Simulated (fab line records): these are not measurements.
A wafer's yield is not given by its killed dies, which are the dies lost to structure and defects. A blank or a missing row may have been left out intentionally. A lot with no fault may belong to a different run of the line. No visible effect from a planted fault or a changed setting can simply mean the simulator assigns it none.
fab line records | flow ritCmos
[record] lots = 15 | wafers = 45 | lastDay = 8
route steps=202 shown NRETRO@55 M1@202
lots that met no fault: taken from a fault-free run of the same line
startH: the number of hours between the record's first day and the start of the first shown wafer of the lot | waitH: how many hours have passed since the lot's step before this one | " the same as in the row above | L1.1+2: a row that stands for several wafers | - either no value or no given start | * or withheld: withheld | < > ~ a bound
route shown NAME@n: a module of which the file shows steps, and the number in the route of the first | usual: mean/standard deviation taken from wafers without a fault | same: alike in all rows | chamber/n: place in a boat | sites: each site's reading | _std_site: the standard deviation of these | _edge_site: inner sites' mean taken away from outer sites' mean | radiusMm: how far each site lies from the wafer's centre | mask NAME#n: copy n | behind: the tool/chamber that last shaped the wafer | hold: why the lot was held/for how many hours/how that ended | device: transistor that didn't switch, given as n, p or np | end of line: at the end of the route, the tests of the same wafers | a step without rows: its recipe alone | killed: the dies lost at the first sort to structure and to defects; this is not the yield of the wafer | map: dies across one wafer; x = killed, . = not, _ = none there
set.NAME: the setting as run; set.NAME@STEP: as run at that earlier step | model.NAME: the simulator's own value behind a step, which no gauge read
route steps across a sampled set of lots; one table per step, one row per wafer
[[steps]]
[step RIT_NRETRO_SOFTBAKE_02]
[recipe] resist = NOVOLAK | tempC = 90 | timeS = 60
[usual] resistLineTempC = 23.03/0.12 | runLengthS = 89.07/0.21
lot.wafer | tool          | chamber | startH | waitH | resistLineTempC | runLengthS
L306.1    | lithoTrack-02 | 0       | 30.37  | 0.1   | 23.00           | 88.75
L306.2    | "             | 0       | "      | "     | 23.03           | 88.75
L306.4    | "             | 0       | "      | "     | 23.09           | 88.90
L307.3    | lithoTrack-02 | 0       | 36.44  | 0.1   | 22.97           | 88.84
L307.4    | "             | 0       | "      | "     | 22.91           | 88.84
L307.6    | "             | 0       | "      | "     | 23.03           | 89.07
L309.2    | lithoTrack-03 | 0       | 45.59  | 0.1   | 23.06           | 88.91
L309.4    | "             | 0       | "      | "     | 22.86           | 88.84
L309.6    | "             | 0       | "      | "     | 23.17           | 88.96
L310.1    | lithoTrack-04 | 0       | 50.65  | 0.1   | 23.23           | 89.59
L310.5    | "             | 0       | "      | "     | 23.27           | 89.11
L310.6    | "             | 0       | "      | "     | 23.17           | 89.37
L311.1    | lithoTrack-03 | 0       | 57.80  | 0.1   | 22.92           | 88.93
L311.5    | "             | 0       | "      | "     | 22.91           | 89.09
L311.6    | "             | 0       | "      | "     | 22.79           | 88.89
L312.3    | lithoTrack-04 | 0       | 62.98  | 0.1   | 23.15           | 89.14
L312.5    | "             | 0       | "      | "     | 23.23           | 89.24
L312.6    | "             | 0       | "      | "     | 22.95           | 89.13
L313.1    | lithoTrack-04 | 0       | 64.27  | 0.1   | 22.89           | 89.14
L313.3    | "             | 0       | "      | "     | 22.96           | 89.21
L313.4    | "             | 0       | "      | "     | 22.93           | 89.42
L314.2    | lithoTrack-04 | 0       | 69.89  | 0.1   | 23.19           | 89.24
L314.4    | "             | 0       | "      | "     | 23.15           | 89.15
L314.6    | "             | 0       | "      | "     | 23.15           | 89.29
L315.1    | lithoTrack-04 | 0       | 75.20  | 0.1   | 23.11           | 89.47
L315.3    | "             | 0       | "      | "     | 23.16           | 89.16
L315.6    | "             | 0       | "      | "     | 22.95           | 89.43
L316.3    | lithoTrack-04 | 0       | 78.43  | 0.1   | 23.18           | 89.23
L316.4    | "             | 0       | "      | "     | 23.15           | 89.25
L316.6    | "             | 0       | "      | "     | 23.32           | 89.11
L317.2    | lithoTrack-04 | 0       | 85.92  | 0.1   | 22.99           | 94.75
L317.4    | "             | 0       | "      | "     | 22.89           | 94.59
L317.6    | "             | 0       | "      | "     | 22.92           | 94.54
L318.1    | lithoTrack-04 | 0       | 96.08  | 0.1   | 22.93           | 94.52
L318.2    | "             | 0       | "      | "     | 23.18           | 94.93
L318.3    | "             | 0       | "      | "     | 23.05           | 94.56
L319.1    | lithoTrack-04 | 0       | 99.73  | 0.1   | 23.10           | 94.57
L319.2    | "             | 0       | "      | "     | 23.13           | 94.54
L319.6    | "             | 0       | "      | "     | 23.24           | 94.51
L320.1    | lithoTrack-02 | 0       | 101.16 | 0.1   | 22.87           | 88.90
L320.2    | "             | 0       | "      | "     | 22.89           | 88.72
L320.4    | "             | 0       | "      | "     | 22.74           | 88.92
L329.1    | lithoTrack-03 | 0       | 160.12 | 0.1   | 22.90           | 88.88
L329.3    | "             | 0       | "      | "     | 22.86           | 88.99
L329.4    | "             | 0       | "      | "     | 22.88           | 89.07
[step RIT_M1_PROBE_99]
[usual] killed_at_M0_to_M3 = 0.0/0.14 | killedAtContacts = 0.1/0.3 | killedAtFrontEnd = 7/3.1 | killedDies = 7/3.1 | killedOnRim = 1.9/1.5 | killedOpen = 3.8/2.3 | killedShort = 3.2/1.9
[same] grossDies = 264 | killed_at_M4_up = 0 | killedAtBackSide = 0 | killedAtOther = 0
lot.wafer | tool      | chamber | startH | waitH | killed_at_M0_to_M3 | killedAtContacts | killedAtFrontEnd | killedDies | killedOnRim | killedOpen | killedShort
L306.1    | prober-01 | -       | 59.86  | 0.1   | 0                  | 0                | 12               | 12         | 3           | 3          | 9
L306.2    | prober-01 | -       | 59.91  | 0.1   | 0                  | 0                | 8                | 8          | 3           | 4          | 4
L306.4    | prober-01 | -       | 60.01  | 0.2   | 0                  | 0                | 11               | 11         | 2           | 9          | 2
L312.3    | prober-01 | -       | 94.57  | 0.2   | 0                  | 0                | 7                | 7          | 1           | 2          | 5
L312.5    | prober-01 | -       | 94.67  | 0.2   | 0                  | 1                | 10               | 11         | 1           | 5          | 6
L312.6    | prober-01 | -       | 94.72  | 0.2   | 0                  | 0                | 9                | 9          | 2           | 4          | 5
L316.3    | prober-01 | -       | 111.56 | 0.2   | 0                  | 1                | 4                | 5          | 2           | 2          | 3
L316.4    | prober-01 | -       | 111.61 | 0.2   | 0                  | 0                | 7                | 7          | 3           | 5          | 2
L316.6    | prober-01 | -       | 111.71 | 0.2   | 0                  | 0                | 4                | 4          | 2           | 3          | 1
L320.1    | prober-01 | -       | 137.40 | 0.1   | 0                  | 0                | 8                | 8          | 5           | 7          | 1
L320.2    | prober-01 | -       | 137.45 | 0.1   | 0                  | 0                | 7                | 7          | 2           | 4          | 3
L320.4    | prober-01 | -       | 137.55 | 0.2   | 0                  | 0                | 9                | 9          | 1           | 5          | 4
L329.1    | prober-02 | -       | 194.34 | 0.1   | 0                  | 0                | 4                | 4          | 3           | 2          | 2
L329.3    | prober-02 | -       | 194.44 | 0.2   | 0                  | 0                | 10               | 10         | 1           | 8          | 2
L329.4    | prober-02 | -       | 194.49 | 0.2   | 0                  | 0                | 6                | 6          | 2           | 4          | 2
// killed by level:class
L306.1 GATE:geometricParticle:short=6 FOX1:geometricParticle:short=2 FOX1:geometricParticle:open=1 GATE:geometricParticle:open=1 REOX:geometricParticle:short=1 SPACER:geometricParticle:open=1
L306.2 FOX1:geometricParticle:open=3 FOX1:geometricParticle:short=2 GATE:geometricParticle:short=2 SILICIDE:geometricParticle:open=1
L306.4 FOX1:geometricParticle:open=3 SPACER:geometricParticle:open=3 GATE:geometricParticle:open=3 GATE:geometricParticle:short=1 SILICIDE:geometricParticle:short=1
L312.3 GATE:geometricParticle:short=5 GATE:geometricParticle:open=1 SILICIDE:geometricParticle:open=1
L312.5 FOX2:geometricParticle:open=3 GATE:geometricParticle:short=3 GATE:geometricParticle:open=1 REOX:geometricParticle:short=1 REOX:geometricParticle:open=1 SILICIDE:geometricParticle:short=1 CONTACT:geometricParticle:short=1
L312.6 GATE:geometricParticle:short=3 GATE:geometricParticle:open=2 REOX:geometricParticle:short=1 SPACER:geometricParticle:open=1 SILICIDE:geometricParticle:open=1 SILICIDE:geometricParticle:short=1
L316.3 GATE:geometricParticle:short=1 GATE:geometricParticle:open=1 REOX:geometricParticle:short=1 REOX:geometricParticle:open=1 CONTACT:geometricParticle:short=1
L316.4 FOX1:geometricParticle:open=2 GATE:geometricParticle:short=2 GATE:geometricParticle:open=1 REOX:geometricParticle:open=1 SILICIDE:geometricParticle:open=1
L316.6 SPACER:geometricParticle:open=2 GATE:geometricParticle:open=1 SILICIDE:geometricParticle:short=1
L320.1 FOX1:geometricParticle:open=2 ACTIVE:geometricParticle:open=1 GATE:geometricParticle:open=1 GATE:geometricParticle:short=1 REOX:geometricParticle:open=1 SPACER:geometricParticle:open=1 SILICIDE:geometricParticle:open=1
L320.2 GATE:geometricParticle:short=2 REOX:geometricParticle:open=2 FOX1:geometricParticle:open=1 GATE:geometricParticle:open=1 SILICIDE:geometricParticle:short=1
L320.4 GATE:geometricParticle:open=2 REOX:geometricParticle:short=2 GATE:geometricParticle:short=1 REOX:geometricParticle:open=1 SPACER:geometricParticle:short=1 SPACER:geometricParticle:open=1 SILICIDE:geometricParticle:open=1
L329.1 GATE:geometricParticle:short=1 GATE:geometricParticle:open=1 REOX:geometricParticle:open=1 SPACER:geometricParticle:short=1
L329.3 GATE:geometricParticle:open=3 GATE:geometricParticle:short=2 REOX:geometricParticle:open=2 FOX1:geometricParticle:open=1 FOX2:geometricParticle:open=1 SPACER:geometricParticle:open=1
L329.4 SPACER:geometricParticle:open=2 SPACER:geometricParticle:short=2 FOX1:geometricParticle:open=1 REOX:geometricParticle:open=1
[[key]]
[firstSign] step = RIT_NRETRO_SOFTBAKE_02 | reading = runLengthS | direction = up | sigmas = 27 | usual = * | struck = *
effect none on later readings
metAt RIT_NRETRO_SOFTBAKE_02
struckLots L317,L318,L319
testerLeftOut L317,L318,L319
onsetBetween 78.43 85.92
[fault] kind = processParameterDrift | tool = lithoTrack-04 | chamber = - | onsetH = 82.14 | steps = RIT_NRETRO_SOFTBAKE_02 | channel = timeS | offset = * | shape = step | endH = 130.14 | actsIn = * | stated = *
// testerLeftOut: of these lots the tester's yield and bins aren't shown, on N5 and GAA mostly nor the transistor test; their killed dies are dies lost to structure and defects alone, not to doping, threshold or leakage, so they don't give the yield
